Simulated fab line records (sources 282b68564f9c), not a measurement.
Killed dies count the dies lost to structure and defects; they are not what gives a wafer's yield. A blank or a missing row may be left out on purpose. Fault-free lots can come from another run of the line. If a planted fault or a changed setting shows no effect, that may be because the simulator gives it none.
Problem report in the 8D (eight disciplines) form, filled by code :: flow rit-cmos :: the parts of the form that need people (team, actions taken, sign-off) are left out

## 1. PROBLEM STATEMENT
Across 9 wafers from 3 lots, NSD_OVL at RIT_NSD_OVL_MEAS_06 averages 418.1 nm, while fault-free wafers read -1.2 nm with a standard deviation of 1.2. So: +99 or more standard deviations from the usual mean.
The first sign was on wafer L512.2 at day 5 07:25, on overlay-02. The record holds 45 wafers of 15 lots with a number at this step. Rule for "out" (also "out of limits"): further than 4 standard deviations from the usual mean. The rest of the wafers with a number are treated as sound.

## 2. WHAT IT IS AND WHAT IT IS NOT
question: which readings at this step
is: NSD_OVL
is not: -

question: which lots
is: L512, L514, L516
is not: L503, L504, L505, L506, L508, L509, L510, L511, L517, L520, L523, L524

question: which wafers of those lots
is: all that have a number
is not: -

question: read on which gauges
is: overlay-01, overlay-02
is not: -

question: when
is: from day 5 07:25
is not: up to then (24 sound wafers); but 12 sound wafers of L517, L520, L523, L524 came after

## 3. SUSPECTS, AND WHAT RULES EACH OUT
Counting: a tool at any process step up to the reading remains a suspect when it ran all the lots that are out and ran no sound lot after the first of those.
- ruled out: the gauge at RIT_NSD_OVL_MEAS_06. 2 gauges (overlay-01, overlay-02) read the wafers that are out.
- iline-stepper-01 at RIT_NSD_EXPOSE_03 (exposes mask M9, target cd 40700 nm): kept. Every lot that is out went through it, starting with L512 (day 5 07:01), and after that it ran no sound lot; the last sound lot it ran before then is L508 (day 4 10:20).
After counting, what remains is iline-stepper-01 at RIT_NSD_EXPOSE_03.

## 4. THE CAUSE (what the simulator had put in)
Scanner matching overlay: iline-stepper-01, from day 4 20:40 on, at RIT_NSD_EXPOSE_03. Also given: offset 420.
This tool alone remained once counting was done.

## 5. THE EFFECT CHAIN, in route order
Each row: a reading whose mean over the struck wafers that have a number lies more than 3 standard deviations from the usual. Scope: only readings with a usual standard deviation given in the record; hours: median across lots of the time from each lot's start at the first step in this table that gives one to its start at this step; sigmas: change in usual standard deviations.
hours: 0
step: RIT_NSD_OVL_MEAS_06
reading: NSD_OVL
usual: -1.2 nm
on struck wafers: 418.1
change: +419.3
sigmas: +99 or more

## 6. HOW IT WOULD HAVE BEEN CAUGHT EARLIER
The first out-of-limits reading at a measuring or inspecting step in this record came at day 5 07:25, 11 hours after the fault's start at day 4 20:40.
Of the lots that are out (3), L514, L516 began RIT_NSD_EXPOSE_03 on iline-stepper-01 after day 5 07:25. A hold on the tool at that time would have spared those 2.
